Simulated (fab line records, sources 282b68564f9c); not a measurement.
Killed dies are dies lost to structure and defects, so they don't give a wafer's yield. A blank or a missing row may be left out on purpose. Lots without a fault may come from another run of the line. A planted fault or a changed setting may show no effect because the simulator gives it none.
A struck lot beside a sound one | flow rit_cmos | 19 steps out of a route of 202
Sound: wafers L209.2, L209.3, L209.6. Struck: wafers L206.1, L206.5, L206.6. The cause comes at the end.
At each step with rows: each side's tool, then ch and its chambers, then its first start. Under that, the readings that differ: sound wafers | struck wafers | difference of the means | sigmas: that difference in standard deviations of wafers without a fault.
alike: readings whose means differ by less than 2 such deviations, and words and numbers that are the same on both sides. not compared: withheld readings, readings that some wafer has no value for, bounds like >300 that may hide the same value, and numbers for which the record gives no deviation and whose values overlap.
The two part at a step that has a row with sigmas, a row that says differs or no value, or rows on one side only. Numbers that don't overlap but have no deviation are shown without sigmas and don't part them. A reading that every wafer of one side lacks parts them only if that side has two wafers or more.

RIT_SILICIDE_RS_MEAS_02: measures by four-point-probe.
  sound on film_metro-03, day 6 09:53; struck on film_metro-02, day 5 16:50
  alike: SILICIDE_TI_RS
RIT_SILICIDE_THK_MEAS_03: measures by xrf.
  sound on film_metro-03, day 6 10:00; struck on film_metro-02, day 5 16:58
  alike: SILICIDE_TI_THK
RIT_SILICIDE_RTA_04: time 10 s, ramp up 5 s, ramp down 5 s.
  sound on rtp_anneal-02 ch 0, day 6 10:04; struck on rtp_anneal-01 ch 0, day 5 17:01
  alike: wafer_temp_C_max
then, 1 step without rows for these wafers: RIT_SILICIDE_WET_ETCH_05 (etches Ti in SPM, time 120 s).
RIT_SILICIDE_RTA_06: time 10 s, ramp up 5 s, ramp down 10 s.
  sound on rtp_anneal-01 ch 0, day 6 10:10; struck on rtp_anneal-02 ch 0, day 5 17:07
  alike: wafer_temp_C_max
RIT_CONTACT_CVD_00: deposits SiO2 from TEOS, target thk 400 nm, time 61 s.
  sound on pecvd-02 ch 0,1,2, day 6 10:13; struck on pecvd-02 ch 0,1,2, day 5 17:11
  alike: heater_power_w
RIT_CONTACT_THK_MEAS_01:
  sound on film_metro-02, day 6 10:17; struck on film_metro-03, day 5 17:14
  alike: CONTACT_TEOS_THK
then, 5 steps without rows for these wafers: RIT_CONTACT_HMDS_02 (prime time 60 s); RIT_CONTACT_COAT_03 (resist thk 1000 nm); RIT_CONTACT_SOFTBAKE_04 (time 60 s); RIT_CONTACT_EXPOSE_05 (exposes mask M11, target cd 1000 nm); RIT_CONTACT_PEB_06.
RIT_CONTACT_DEVELOP_07: develop time 120 s.
  sound on litho_track-03 ch 0, day 6 11:00; struck on litho_track-04 ch 0, day 5 18:00
  reading              | sound             | struck            | difference | sigmas
  developer_temp_C (C) | 23.05 23.03 22.97 | 25.36 25.19 25.30 | +2.27      | +23
RIT_CONTACT_CD_MEAS_08: target cd 1000 nm.
  sound on cd_sem-01, day 6 11:26; struck on cd_sem-01, day 5 18:18
  reading    | sound             | struck            | difference | sigmas
  cd_nm (nm) | 998.1 997.8 997.4 | 990.5 992.0 993.4 | -5.8       | -3
RIT_CONTACT_OVL_MEAS_09:
  sound on overlay-02, day 6 11:33; struck on overlay-01, day 5 18:25
  alike: CONTACT_OVL
then, 1 step without rows for these wafers: RIT_CONTACT_HARDBAKE_10 (time 60 s).
RIT_CONTACT_ETCH_11: etches SiO2 in CHF3/CF4/Ar, stops on TiSi2, target depth 480 nm, time 320 s.
  sound on rie_diel-02 ch 2,3, day 6 11:44; struck on rie_diel-01 ch 0,1,2, day 5 18:36
  reading                  | sound             | struck            | difference | sigmas
  model.CONTACT.cd_nm (nm) | 998.2 998.1 996.9 | 991.3 991.9 993.9 | -5.4       |
  alike: O2_flow_sccm, drypump_motor_current_A, oes_product_au, throttle_valve_pct
  not compared: rf_hours_counter_h
RIT_CONTACT_STRIP_12: strips in O2, time 180 s.
  sound on plasma_asher-03 ch 0,1, day 6 11:55; struck on plasma_asher-03 ch 0,1, day 5 18:48
  alike: drypump_motor_current_A
  not compared: rf_hours_counter_h
RIT_M1_PROBE_99:
  sound on prober-02, day 6 16:43; struck on prober-01, day 6 00:18
  alike: killed_at_contacts, killed_at_front_end, killed_dies, killed_open, killed_short
  not compared: model.etest.contact_to_gate.bv_left_v, model.etest.contact_to_gate.bv_right_v

WHERE THEY PART
First at RIT_CONTACT_DEVELOP_07; last, within this record, at RIT_CONTACT_CD_MEAS_08. Later steps at which nothing parts them and some readings are alike: RIT_CONTACT_OVL_MEAS_09, RIT_CONTACT_ETCH_11, RIT_CONTACT_STRIP_12, RIT_M1_PROBE_99.

WHY: what the simulator had put in
Process parameter drift: litho_track-04, from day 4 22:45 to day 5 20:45, at RIT_CONTACT_DEVELOP_07. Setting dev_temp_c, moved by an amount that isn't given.
